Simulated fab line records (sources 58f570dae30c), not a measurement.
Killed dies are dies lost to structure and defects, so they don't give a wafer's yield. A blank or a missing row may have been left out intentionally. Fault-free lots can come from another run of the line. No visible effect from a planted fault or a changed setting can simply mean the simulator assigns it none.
Comparing a struck lot with a sound one -- flow berkeleyCmos170 -- 16 steps out of a route of 331
Sound: wafers L623.4, L623.5, L623.6. The struck wafers were L620.2, L620.5, L620.6. At the end, the cause is stated.
For every step that has rows: the tool of each side, followed by ch and its chambers, followed by its first start. Under that, the readings that differ: sound wafers -- struck wafers -- difference of the means -- sigmas: that difference in standard deviations of wafers without a fault.
alike: same words and numbers on both sides, and readings whose means sit less than 2 such deviations apart. not compared: any withheld reading, any reading some wafer has no value for, any bound like >300 that may hide the same value, and any number with overlapping values for which the record gives no deviation.
Wherever a step has rows on one side only, a row that says differs or no value, or a row with sigmas, the two part there. Non-overlapping numbers with no deviation appear without sigmas and do not part them. A reading missing from all wafers of one side parts the sides only when that side holds two or more wafers.

first, 2 steps without rows for these wafers: UCB170_M3_COAT_05 (resist thk 900 nm); UCB170_M3_SOFTBAKE_06 (time 60 s).
UCB170_M3_STRIP_07: strips in O2.
  sound on plasmaAsher-01 ch 0,1, day 9 21:01; struck on plasmaAsher-01 ch 0,1, day 9 22:46
  alike: drypumpMotorCurrentA, oesProductAu, stripTimeToEndpointS
  not compared: rfHoursCounterH
then, 7 steps without rows for these wafers: UCB170_M3_STRIP_08 (strips KrF in DMSO, time 600 s); UCB170_M3_COAT_09; UCB170_M3_COAT_10 (resist thk 900 nm); UCB170_M3_SOFTBAKE_11 (time 60 s); UCB170_M3_EXPOSE_12 (exposes mask METAL3, target cd 700 nm); UCB170_M3_PEB_13; UCB170_M3_DEVELOP_14 (develop time 45 s).
UCB170_M3_CD_MEAS_15: target cd 700 nm.
  sound: cdSem-01 at day 9 23:06; struck: cdSem-02 at day 10 01:35
  alike: cdNm
UCB170_M3_OVL_MEAS_16:
  sound: overlay-01 at day 9 23:11; struck: overlay-02 at day 10 01:42
  alike: M3_OVL
UCB170_M3_ETCH_17: etches BARC in N2/H2.
  sound on rieDiel-03 ch 0,2,3, day 9 23:11; struck on rieDiel-01 ch 0,1,2, day 10 01:44
reading,sound,struck,difference,sigmas
oesProductAu (a.u.),0.997 1.031 1.001,1.464 1.444 1.425,+0.435,+22
model.M3.cdNm (nm),699.9 698.2 700.6,693.7 694.3 693.7,-5.7,
  alike: drypumpMotorCurrentA, rfFwdPowerW, throttleValvePct
UCB170_M3_METAL_ETCH_18: etches Al in Cl2/BCl3, stops on SiO2, target depth 1170 nm, time 195 s.
  sound on rieMetal-01 ch 0,1, day 9 23:18; struck on rieMetal-01 ch 0,1, day 10 01:46
  alike: bcl3FlowSccm, drypumpMotorCurrentA, oesProductAu, rfFwdPowerW, throttleValvePct
  not compared: rfHoursCounterH, model.M3.cdNm
UCB170_M3_STRIP_19: strips in O2.
  sound on plasmaAsher-02 ch 0,1, day 9 23:28; struck on plasmaAsher-04 ch 0,1, day 10 01:58
  alike: drypumpMotorCurrentA, oesProductAu
  not compared: rfHoursCounterH
UCB170_M3_PROBE_99:
  sound wafers here have rows in the record (prober-01, day 10 00:01); struck ones have none

## WHERE THEY PART
Earliest at UCB170_M3_ETCH_17; latest, in this record, at UCB170_M3_PROBE_99.

WHY: whatever the simulator had introduced
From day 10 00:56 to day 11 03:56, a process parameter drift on rieDiel-01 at UCB170_M3_ETCH_17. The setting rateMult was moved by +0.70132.
